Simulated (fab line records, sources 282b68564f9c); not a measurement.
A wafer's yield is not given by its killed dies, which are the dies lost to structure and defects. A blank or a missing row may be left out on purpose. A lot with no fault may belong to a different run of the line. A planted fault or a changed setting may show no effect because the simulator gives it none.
Problem report, 8D (eight disciplines) form, completed by code -- flow rit cmos -- the parts of the form that need people (team, actions taken, sign-off) are left out

## 1. WHAT IS WRONG
PSD_TW at RIT_PSD_TW_MEAS_10 reads a mean of 3568 on 6 wafers of 2 lots; wafers without a fault read 3380 with a standard deviation of 20. That puts it +9.4 standard deviations away from the usual mean.
Seen first at day 4 22:10 on film metro-02, wafer L586.3. The record has a number at this step for 42 wafers belonging to 14 lots. Rule for "out" (also "out of limits"): further than 4 standard deviations from the usual mean. Any other wafer with a number is counted as sound.

## 2. WHAT IT IS, WHAT IT ISN'T
question,is,is not
which readings at this step,PSD_TW,-
which lots,"L586, L587","L577, L578, L580, L581, L588, L589, L590, L592, L593, L597, L598, L600"
which wafers of those lots,all that have a number,-
read on which gauges,film metro-02,"film metro-03, film metro-04"
when,from day 4 22:10,"up to then (12 sound wafers); but 24 sound wafers of L588, L589, L590, L592, L593, L597, L598, L600 came after"

## 3. WHAT RULES OUT EACH SUSPECT
Counting: a tool stays on the suspect list if, at a process step up to the reading, it processed all lots that are out and no sound lot following the first of them.
- the gauge at RIT_PSD_TW_MEAS_10 is ruled out. All the wafers that are out were read on film metro-02, but those of them that RIT_PSD_IMPLANT_08 has rows for are out there too, on other tools.
- implanter-01 at RIT_PSD_IMPLANT_08: kept. Every lot that is out went through it, starting with L586 (day 4 21:52), and after that it ran no sound lot; the last sound lot it ran before then is L581 (day 3 21:07). Out on those wafers are its own readings of beam energy keV.
Left after counting: implanter-01 at RIT_PSD_IMPLANT_08.

## 4. THE CAUSE (what the simulator had put in)
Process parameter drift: implanter-01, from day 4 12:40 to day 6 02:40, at RIT_PSD_IMPLANT_08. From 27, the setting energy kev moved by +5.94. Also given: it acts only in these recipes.
Only this tool survived the counting.

## 5. THE CHAIN OF EFFECTS, in route order
Each row: a reading where the mean over the struck wafers with a number is more than 3 standard deviations away from the usual. Only readings for which the record gives a usual standard deviation are gone through. hours: the time from each lot's start at the first step in this table that gives one to its start at this step, as a median over the lots. sigmas: the change in usual standard deviations.
hours,step,reading,usual,on struck wafers,change,sigmas
0,RIT_PSD_IMPLANT_08,beam energy keV,26.999,32.944,+5.945,+99 or more
0,RIT_PSD_TW_MEAS_10,PSD_TW,3380,3568,+188,+9.4
1,RIT_SDANNEAL_RS_MEAS_04,PSD_RS,115.9 ohm/sq,104.2,-11.8,-39
The process steps in it:
- RIT_PSD_IMPLANT_08

## 6. HOW IT WOULD HAVE BEEN CAUGHT EARLIER
The first out-of-limits reading at a measuring or inspecting step in this record came at day 4 22:10, 9 hours after the fault's start at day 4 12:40.
The tool's own readings at RIT_PSD_IMPLANT_08 were out on every struck wafer that the step has a row for (beam energy keV): an alarm limit on them would have fired on the first of those.
L587, from the lots that are out (2), started RIT_PSD_IMPLANT_08 on implanter-01 later than day 4 22:10. A hold on the tool at that time would have spared it.
